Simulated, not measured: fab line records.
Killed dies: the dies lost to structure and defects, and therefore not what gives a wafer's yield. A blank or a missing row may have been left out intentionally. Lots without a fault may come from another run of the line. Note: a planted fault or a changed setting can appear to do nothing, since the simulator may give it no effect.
fab line records | flow berkeley-cmos170
record: lots: 5 | wafers: 15 | last-day: 10
route steps=331 shown WELLDRIVE@58 ACTIVE@60 M3@331
lots that met no fault: taken from a fault-free run of the same line
start-h: hours from the record's opening day to when the first of the lot's shown wafers began | wait-h: time in hours since the lot's previous step | " the same as in the row above | L1.1+2: a single row standing in for several wafers | - no value, or no start given | * or withheld: withheld | < > ~ a bound
route shown NAME@n: names a module that has steps shown in the file, with the first one's number in the route | usual: mean and standard deviation over wafers with no fault | same: alike in all rows | chamber/n: place in a boat | sites: readings site by site | _std_site: their standard deviation | _edge_site: the outer-site mean with the inner-site mean subtracted | radius-mm: for every site, how far away it sits from the centre of the wafer | mask NAME#n: copy n | behind: the last tool/chamber to shape the wafer | hold: reason for holding the lot/hours on hold/outcome of the hold | device: the n, p or np transistor that did not switch | end of line: at the end of the route, the tests of the same wafers | a step given without rows: its recipe and nothing more | killed: dies lost to structure and defects at the first sort, not the wafer's yield | map: dies across one wafer; x = killed, . = not, _ = none there
set.NAME: the run value of the setting; set.NAME@STEP: its run value at that earlier step | model.NAME: the simulator's own value behind a step, which no gauge read
a table for each step, a row for each wafer; lots at some steps of the route
services: the hour from which a tool's chamber was out of use, counted from the record's first day as start-h (under 0 if before that day), plus the number of hours and why
== steps ==
step: UCB170_WELLDRIVE_ANNEAL_03
recipe: temp-c: 1100 | time-s: 900 | ambient: N2
step: UCB170_WELLDRIVE_WET_ETCH_04
recipe: chemistry: BOE | dilution: 5:1 | target: SiO2 | temp-c: 25 | time-s: 120
step: UCB170_ACTIVE_CLEAN_00
recipe: chemistry: SPM | temp-c: 120 | time-s: 600
step: UCB170_ACTIVE_CLEAN_01
recipe: chemistry: dHF | dilution: 25:1 | time-s: 60
step: UCB170_ACTIVE_OXIDATION_02
recipe: temp-c: 1000 | ambient: O2 | target-thk-a: 264 | ox-time-s: 1260
step: UCB170_ACTIVE_THK_MEAS_03
recipe: reads: SiO2_of_ACTIVE_OXIDATION_02
usual: ACTIVE_OXIDE_THK: 26.4/0.42
lot.wafer | tool          | chamber | start-h | wait-h | ACTIVE_OXIDE_THK[nm]
L202.1    | film-metro-03 | -       | 90.81   | 0.0    | 26.7
L202.2    | "             | -       | "       | "      | 26.7
L202.3    | "             | -       | "       | "      | 26.7
L209.1    | film-metro-01 | -       | 126.15  | 0.0    | 26.2
L209.3    | "             | -       | "       | "      | 26.2
L209.6    | "             | -       | "       | "      | 26.3
L210.1    | film-metro-03 | -       | 136.44  | 0.0    | 26.3
L210.2    | "             | -       | "       | "      | 25.6
L210.3    | "             | -       | "       | "      | 26.0
L211.1    | film-metro-02 | -       | 136.44  | 0.0    | 26.8
L211.2    | "             | -       | "       | "      | 26.1
L211.4    | "             | -       | "       | "      | 26.3
L214.1    | film-metro-03 | -       | 150.68  | 0.1    | 27.5
L214.2    | "             | -       | "       | "      | 27.6
L214.4    | "             | -       | "       | "      | 27.4
step: UCB170_ACTIVE_ANNEAL_04
recipe: temp-c: 1000 | time-s: 900 | ambient: N2
step: UCB170_ACTIVE_CVD_05
recipe: material: Si3N4 | target-thk-nm: 220 | temp-c: 800 | precursor: SiH2Cl2/NH3 | time-s: 3300 | pressure-mtorr: 200 | sih2cl2-flow-sccm: 25 | nh3-flow-sccm: 75
step: UCB170_ACTIVE_THK_MEAS_06
recipe: reads: Si3N4_of_ACTIVE_CVD_05
usual: ACTIVE_NITRIDE_THK: 220.6/2.7
lot.wafer | tool          | chamber | start-h | wait-h | ACTIVE_NITRIDE_THK[nm]
L202.1    | film-metro-01 | -       | 98.65   | 0.0    | 226.7
L202.2    | "             | -       | "       | "      | 225.5
L202.3    | "             | -       | "       | "      | 225.8
L209.1    | film-metro-03 | -       | 132.92  | 0.0    | 221.7
L209.3    | "             | -       | "       | "      | 219.3
L209.6    | "             | -       | "       | "      | 220.4
L210.1    | film-metro-01 | -       | 142.71  | 0.0    | 220.7
L210.2    | "             | -       | "       | "      | 219.4
L210.3    | "             | -       | "       | "      | 220.6
L211.1    | film-metro-03 | -       | 142.71  | 0.0    | 218.9
L211.2    | "             | -       | "       | "      | 218.7
L211.4    | "             | -       | "       | "      | 220.5
L214.1    | film-metro-03 | -       | 157.49  | 0.0    | 221.3
L214.2    | "             | -       | "       | "      | 220.2
L214.4    | "             | -       | "       | "      | 220.0
step: UCB170_ACTIVE_HMDS_07
recipe: prime-time-s: 60 | prime-temp-c: 100
step: UCB170_ACTIVE_COAT_08
recipe: resist: KrF | spin-rpm: 1500 | resist-thk-nm: 900
step: UCB170_ACTIVE_SOFTBAKE_09
recipe: resist: KrF | temp-c: 130 | time-s: 60
step: UCB170_ACTIVE_EXPOSE_10
recipe: mask-id: ACTIVE | target-cd-nm: 1200 | na: 0.5 | sigma-outer: 0.6 | source-shape: conventional | dose-mj: 20
same: sigma-outer: 0.6
lot.wafer  | tool           | chamber | start-h | wait-h | mask
L202.1+2+3 | krf-scanner-01 | 0       | 100.01  | 0.2    | ACTIVE#0
L209.1+3+6 | krf-scanner-02 | 0       | 133.72  | 0.1    | ACTIVE#0
L211.1+2+4 | krf-scanner-02 | 0       | 143.31  | 0.1    | ACTIVE_R1#0
L210.1+2+3 | krf-scanner-02 | 0       | 143.42  | 0.2    | ACTIVE#0
L214.1+2+4 | krf-scanner-01 | 0       | 158.24  | 0.3    | ACTIVE#0
step: UCB170_ACTIVE_PEB_11
recipe: peb-temp-c: 130 | peb-time-s: withheld | resist: KrF
step: UCB170_ACTIVE_DEVELOP_12
recipe: developer: TMAH | develop-time-s: 45 | resist: KrF | dev-temp-c: 21
step: UCB170_ACTIVE_CD_MEAS_13
recipe: target-cd-nm: 1200
usual: cd-nm: 1199.9/1.6
lot.wafer | tool      | chamber | start-h | wait-h | cd-nm
L202.1    | cd-sem-01 | -       | 100.71  | -      | 1199.0
L202.2    | "         | -       | "       | "      | 1199.6
L202.3    | "         | -       | "       | "      | 1199.2
L209.1    | cd-sem-01 | -       | 134.65  | -      | 1200.1
L209.3    | "         | -       | "       | "      | 1200.9
L209.6    | "         | -       | "       | "      | 1200.6
L211.1    | cd-sem-02 | -       | 143.70  | -      | 1378.7
L211.2    | "         | -       | "       | "      | 1378.6
L211.4    | "         | -       | "       | "      | 1378.6
L210.1    | cd-sem-01 | -       | 143.81  | -      | 1199.7
L210.2    | "         | -       | "       | "      | 1202.5
L210.3    | "         | -       | "       | "      | 1200.6
L214.1    | cd-sem-01 | -       | 158.79  | -      | 1199.3
L214.2    | "         | -       | "       | "      | 1198.0
L214.4    | "         | -       | "       | "      | 1198.1
step: UCB170_ACTIVE_OVL_MEAS_14
usual: ACTIVE_OVL: 0/5.8
lot.wafer | tool       | chamber | start-h | wait-h | ACTIVE_OVL[nm]
L202.1    | overlay-01 | -       | 100.83  | 0.1    | -3
L202.2    | "          | -       | "       | "      | -11
L202.3    | "          | -       | "       | "      | -4
L209.1    | overlay-01 | -       | 134.77  | 0.1    | 2
L209.3    | "          | -       | "       | "      | 9
L209.6    | "          | -       | "       | "      | 17
L211.1    | overlay-02 | -       | 143.82  | 0.1    | 1
L211.2    | "          | -       | "       | "      | 4
L211.4    | "          | -       | "       | "      | -1
L210.1    | overlay-01 | -       | 143.93  | 0.1    | -6
L210.2    | "          | -       | "       | "      | -3
L210.3    | "          | -       | "       | "      | 0
L214.1    | overlay-01 | -       | 158.91  | 0.1    | -9
L214.2    | "          | -       | "       | "      | -2
L214.4    | "          | -       | "       | "      | -4
step: UCB170_ACTIVE_ETCH_15
recipe: chemistry: CH3F/Ar/O2 | target: Si3N4 | stop-on: SiO2 | CH3F_flow_sccm: 20 | Ar_flow_sccm: 50 | O2_flow_sccm: 7 | pressure-mtorr: 50 | rf-w: 443.3 | target-depth-a: 2420 | over-etch-frac: 0.1 | time-s: 151
usual: drypump-motor-current-A: 5.9/0.42 | oes-product-au: 0.949/0.015 | throttle-valve-pct: 8.11/0.1
lot.wafer | tool        | chamber | start-h | wait-h | drypump-motor-current-A | oes-product-au | rf-hours-counter-h | throttle-valve-pct | model.ACTIVE.cd-nm
L202.1    | rie-diel-02 | 0       | 100.87  | 0.0    | 5.8                     | 0.965          | 124                | 8.20               | 1199
L202.2    | "           | 3       | "       | "      | 6.5                     | 0.955          | 80                 | 8.06               | 1200
L202.3    | "           | 2       | "       | "      | 6.1                     | 0.962          | 39                 | 8.35               | 1200
L209.1    | rie-diel-02 | 0       | 134.80  | 0.0    | 5.8                     | 0.946          | 126                | 8.20               | 1200
L209.3    | "           | 2       | "       | "      | 6.0                     | 0.948          | 40                 | 8.33               | 1201
L209.6    | "           | 2       | "       | "      | 6.0                     | 0.957          | -                  | 8.34               | 1201
L211.1    | rie-diel-04 | 1       | 143.85  | 0.0    | 5.6                     | 0.931          | 40                 | 8.07               | 1379
L211.2    | "           | 0       | "       | "      | 5.6                     | 0.947          | 17                 | 8.15               | 1378
L211.4    | "           | 3       | "       | "      | 5.4                     | 0.966          | 23                 | 8.09               | 1379
L210.1    | rie-diel-02 | 1       | 143.97  | 0.0    | 6.4                     | 0.978          | 54                 | 8.00               | 1200
L210.2    | "           | 0       | "       | "      | 5.8                     | 0.930          | 127                | 8.19               | 1202
L210.3    | "           | 2       | "       | "      | 6.1                     | 0.952          | 41                 | 8.35               | 1201
L214.1    | rie-diel-02 | 2       | 158.95  | 0.0    | 6.0                     | 0.957          | 42                 | 8.34               | 1199
L214.2    | "           | 0       | "       | "      | 5.8                     | 0.947          | 128                | 8.18               | 1198
L214.4    | "           | 1       | "       | "      | 6.5                     | 0.970          | 55                 | 7.99               | 1198
step: UCB170_ACTIVE_STRIP_16
recipe: chemistry: O2 | power-w: 400 | pressure-mtorr: 3500 | platen-temp-c: withheld | o2-flow-sccm: 400 | overash-fraction: 0.5
usual: drypump-motor-current-A: 5.5/0.57 | o2-flow-sccm: 399.8/1.2 | oes-product-au: 0.722/0.0043 | strip-time-to-endpoint-s: 18.14/0.075
lot.wafer | tool            | chamber | start-h | wait-h | drypump-motor-current-A | o2-flow-sccm | oes-product-au | rf-hours-counter-h | strip-time-to-endpoint-s
L202.1    | plasma-asher-04 | 1       | 100.97  | 0.1    | 5.3                     | 398.8        | 0.718          | 38                 | 18.20
L202.2    | "               | 0       | "       | "      | 4.6                     | 399.0        | 0.723          | 38                 | 18.12
L202.3    | "               | 0       | "       | "      | 4.6                     | 399.5        | 0.726          | -                  | 18.05
L209.1    | plasma-asher-01 | 0       | 134.90  | 0.1    | 5.7                     | 399.5        | 0.717          | 42                 | 18.10
L209.3    | "               | 1       | "       | "      | 6.1                     | 401.7        | 0.719          | -                  | 18.04
L209.6    | "               | 0       | "       | "      | 5.7                     | 399.9        | 0.721          | -                  | 18.07
L211.1    | plasma-asher-04 | 1       | 143.95  | 0.1    | 5.3                     | 400.3        | 0.727          | 44                 | 18.18
L211.2    | "               | 0       | "       | "      | 4.6                     | 398.3        | 0.714          | 44                 | 18.06
L211.4    | "               | 0       | "       | "      | 4.6                     | 399.3        | 0.713          | -                  | 18.03
L210.1    | plasma-asher-01 | 0       | 144.07  | 0.1    | 5.7                     | 399.5        | 0.716          | 43                 | 18.17
L210.2    | "               | 1       | "       | "      | 6.1                     | 401.5        | 0.726          | 43                 | 18.06
L210.3    | "               | 0       | "       | "      | 5.7                     | 397.9        | 0.719          | -                  | 17.95
L214.1    | plasma-asher-04 | 1       | 159.05  | 0.1    | 5.3                     | 399.3        | 0.723          | 46                 | 18.12
L214.2    | "               | 0       | "       | "      | 4.6                     | 400.0        | 0.723          | 46                 | 18.18
L214.4    | "               | 1       | "       | "      | 5.3                     | 401.3        | 0.718          | -                  | 18.14
step: UCB170_M3_PROBE_99
lot.wafer | tool      | chamber | start-h | wait-h | model.etest.pldd.line-ohm-um | model.etest.nldd.line-ohm-um | model.etest.nplus-sal.width-nm | model.etest.pplus-sal.width-nm | model.etest.nldd.width-nm | model.etest.pldd.width-nm | model.etest.nmos-narrow.drive-ua-um | model.etest.pmos-narrow.drive-ua-um
L202.1    | prober-01 | -       | 202.40  | 0.1    | 1779                         | 1232                         | 717                            | 714.7                          | 618.7                     | 619.9                     | 368.1                               | 147.7
L202.2    | prober-01 | -       | 202.45  | 0.1    | 1798                         | 1244                         | 707.5                          | 709.6                          | 623.6                     | 622.8                     | 360.3                               | 145.5
L202.3    | prober-01 | -       | 202.50  | 0.2    | 1801                         | 1252                         | 699                            | 697.8                          | 623.2                     | 618.6                     | 371.4                               | 145.7
L210.1    | prober-02 | -       | 228.84  | 0.1    | 1866                         | 1260                         | 702.9                          | 704.6                          | 607                       | 614.7                     | 348.5                               | 139.2
L210.2    | prober-02 | -       | 228.89  | 0.1    | 1804                         | 1266                         | 719.3                          | 718.8                          | 620.2                     | 620.9                     | 355.6                               | 140.3
L210.3    | prober-02 | -       | 228.94  | 0.2    | 1811                         | 1232                         | 726.2                          | 726.2                          | 615.4                     | 618.9                     | 356.8                               | 141.2
L211.1    | prober-02 | -       | 231.10  | 0.1    | 1474                         | 997.9                        | 878.5                          | 880.3                          | 767.2                     | 769.9                     | 423.5                               | 166.3
L211.2    | prober-02 | -       | 231.15  | 0.1    | 1460                         | 984.1                        | 883                            | 880.7                          | 778.1                     | 774.3                     | 433.7                               | 168.9
L211.4    | prober-02 | -       | 231.25  | 0.2    | 1453                         | 991.9                        | 887.6                          | 876.8                          | 770.8                     | 774.4                     | 430.8                               | 164.8
L209.1    | prober-01 | -       | 231.20  | 0.1    | 1804                         | 1272                         | 705.6                          | 705.8                          | 615.7                     | 618.2                     | 356.5                               | 143.1
L209.3    | prober-01 | -       | 231.30  | 0.2    | 1799                         | 1272                         | 732.3                          | 730.3                          | 628.9                     | 627                       | 356                                 | 142
L209.6    | prober-01 | -       | 231.45  | 0.2    | 1786                         | 1263                         | 706.5                          | 711.1                          | 621.7                     | 620.9                     | 361.5                               | 143.1
L214.1    | prober-01 | -       | 247.31  | 0.1    | 1904                         | 1316                         | 687.2                          | 686.4                          | 585.1                     | 585.8                     | 361.9                               | 139.9
L214.2    | prober-01 | -       | 247.36  | 0.1    | 1858                         | 1296                         | 679.7                          | 682.8                          | 602.6                     | 602.8                     | 367.4                               | 144.5
L214.4    | prober-01 | -       | 247.46  | 0.2    | 1906                         | 1345                         | 676.9                          | 680.4                          | 577.4                     | 580.5                     | 356.4                               | 142.4
killed by level:class
L202.1 ACTIVE:area-etch=2 M2:geometric-particle:short=1
L202.2 START:geometric-particle:short=1 FIELD:geometric-particle:short=1 SILICIDE:geometric-particle:short=1 M1:geometric-particle:short=1 V1:geometric-particle:short=1
L202.3 SACOX:geometric-particle:open=1 SPACER:geometric-particle:open=1 SILICIDE:geometric-particle:open=1 SILICIDE:geometric-particle:short=1 ACTIVE:area-etch=1
L210.1 SPACER:geometric-particle:open=1 M1:geometric-particle:short=1 M2:geometric-particle:open=1
L210.2 V1:geometric-particle:short=2 FIELD:geometric-particle:open=1
L210.3 WELLDRIVE:geometric-particle:short=1 FIELD:geometric-particle:open=1 SCREENOX:geometric-particle:short=1 GATE:geometric-particle:open=1 SPACER:geometric-particle:open=1 M2:geometric-particle:short=1 NWELL:area-etch=1
L209.1 SILICIDE:geometric-particle:short=2 SILICIDE:geometric-particle:open=1
L209.3 ACTIVE:geometric-particle:short=1 SILICIDE:geometric-particle:short=1
L209.6 GATE:geometric-particle:short=1 NWELL:area-etch=1
L214.1 SACOX:geometric-particle:open=1 GATE:geometric-particle:short=1 SPACER:geometric-particle:open=1 V2:geometric-particle:short=1
L214.2 SACOX:geometric-particle:short=1 M3:geometric-particle:short=1 NWELL:area-etch=1
L214.4 SILICIDE:geometric-particle:short=1 V2:geometric-particle:short=1 M3:geometric-particle:short=1
== services ==
tool            | chamber | start-h | hours | kind
plasma-asher-04 | -       | 79.56   | 1.8   | repair
rie-diel-04     | 2       | 81.29   | 7.2   | repair
rie-diel-04     | -       | 83.23   | 0.4   | repair
plasma-asher-04 | -       | 84.51   | 0.8   | repair
krf-scanner-02  | -       | 85.89   | 1.0   | pm
krf-scanner-02  | 0       | 87.68   | -     | calibration
plasma-asher-01 | -       | 89.47   | 2.4   | repair
krf-scanner-01  | -       | 90.48   | 0.8   | pm
krf-scanner-02  | -       | 93.69   | 5.6   | repair
krf-scanner-02  | -       | 94.47   | 2.7   | repair
krf-scanner-01  | 0       | 99.96   | -     | calibration
krf-scanner-01  | -       | 114.82  | 1.0   | pm
rie-diel-04     | -       | 114.88  | 2.5   | repair
krf-scanner-01  | -       | 119.88  | 36.0  | pm
plasma-asher-01 | -       | 148.51  | 0.3   | repair
krf-scanner-02  | -       | 154.75  | 3.7   | repair
krf-scanner-02  | -       | 158.40  | 0.8   | pm
== key ==
first-sign: step: UCB170_ACTIVE_EXPOSE_10 | reading: mask | direction: changed
effect: step: UCB170_ACTIVE_CD_MEAS_13 | reading: cd-nm | direction: up | sigmas: 99+ | usual: 1199.9 | struck: 1378.6
model-effect: step: UCB170_ACTIVE_ETCH_15 | value: ACTIVE.cd-nm | without: 1199 | struck: 1379
model-effect: step: UCB170_M3_PROBE_99 | value: etest.pldd.line-ohm-um | without: 1899 | struck: 1462
met-at UCB170_ACTIVE_EXPOSE_10
struck-wafers L211.1,L211.2,L211.4
sort-left-out L211.1,L211.2,L211.4
tester-left-out L211
onset-between 133.72 143.31
fault: kind: wrong-mask | tool: any | chamber: - | onset-h: 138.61 | steps: UCB170_ACTIVE_EXPOSE_10 | aux-copy: ACTIVE_R1#0 | cd-offset-nm: 180 | scope: struck-lots-only
tester-left-out: of these lots the tester's yield and bins aren't shown, on N5 and GAA mostly nor the transistor test; their killed dies are dies lost to structure and defects alone, not to doping, threshold or leakage, so they don't give the yield
sort-left-out: the simulated sort isn't trusted on such a fault, so these wafers' sort isn't shown, and their yield isn't known
